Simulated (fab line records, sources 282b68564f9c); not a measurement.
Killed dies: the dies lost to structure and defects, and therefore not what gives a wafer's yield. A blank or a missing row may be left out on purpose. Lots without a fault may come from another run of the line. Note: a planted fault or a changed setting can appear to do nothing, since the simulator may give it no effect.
What tool caused it? || flow rit_cmos || 18 wafers from 6 lots sampled at 2 of the route's 202 steps

WHAT EACH GAUGE READ, for each wafer
RIT_PWELL_OVL_MEAS_06.
{"lot": "L772", "measured": "day 2 14:20", "on": "overlay-02", "PWELL_OVL (nm)": "-3.2 -1.9 -0.3"}
{"lot": "L775", "measured": "day 3 06:12", "on": "overlay-01", "PWELL_OVL (nm)": "- - -"}
{"lot": "L784", "measured": "day 5 03:06", "on": "overlay-01", "PWELL_OVL (nm)": "-1.3 -0.9 -2.2"}
{"lot": "L787", "measured": "day 5 17:19", "on": "overlay-01", "PWELL_OVL (nm)": "0.2 -1.1 -0.3"}
{"lot": "L789", "measured": "day 6 03:51", "on": "overlay-02", "PWELL_OVL (nm)": "-1.3 0.4 -2.3"}
{"lot": "L791", "measured": "day 6 14:44", "on": "overlay-01", "PWELL_OVL (nm)": "0.0 1.1 0.9"}

EACH LOT AND THE TOOL THAT RAN IT (in order: tool; ch and the chambers of the sampled wafers; start)
{"lot": "L772", "RIT_PWELL_EXPOSE_03": "iline_stepper-02 ch 0, day 2 13:55"}
{"lot": "L775", "RIT_PWELL_EXPOSE_03": "iline_stepper-02 ch 0, day 3 05:47"}
{"lot": "L784", "RIT_PWELL_EXPOSE_03": "iline_stepper-02 ch 0, day 5 02:40"}
{"lot": "L787", "RIT_PWELL_EXPOSE_03": "iline_stepper-01 ch 0, day 5 16:50"}
{"lot": "L789", "RIT_PWELL_EXPOSE_03": "iline_stepper-02 ch 0, day 6 03:26"}
{"lot": "L791", "RIT_PWELL_EXPOSE_03": "iline_stepper-01 ch 0, day 6 14:18"}
- RIT_PWELL_EXPOSE_03: exposes mask M3, target cd 43700 nm.

THE ANSWER, worked out from the rows above alone
Rule: what is usual is taken from the lots themselves. Put in order of their means at a reading, lots are off if they are a third of the lots or fewer, leave a main group of 4 or more, and stand apart from it by a gap of 3 or more times the standard deviation of the main group's means; of several such gaps the widest counts. The tables above print the reading to a certain number of digits; a main group whose means all agree to those digits is not used. Also off: a lot with no number at a reading for which 4 or more lots have one. Any other lot the step has rows for is counted as sound.
Off: L775, seen at RIT_PWELL_OVL_MEAS_06 (PWELL_OVL). Without a number there: L775. Main group: mean -0.8 nm, sd 0.87.
A tool fits if, at a process step before that reading, it ran every lot that is off, and no sound lot after the first of them. The gauges at RIT_PWELL_OVL_MEAS_06 are tried like those tools. None of those tried fits.

WHAT HAD BEEN PUT IN BY THE SIMULATOR
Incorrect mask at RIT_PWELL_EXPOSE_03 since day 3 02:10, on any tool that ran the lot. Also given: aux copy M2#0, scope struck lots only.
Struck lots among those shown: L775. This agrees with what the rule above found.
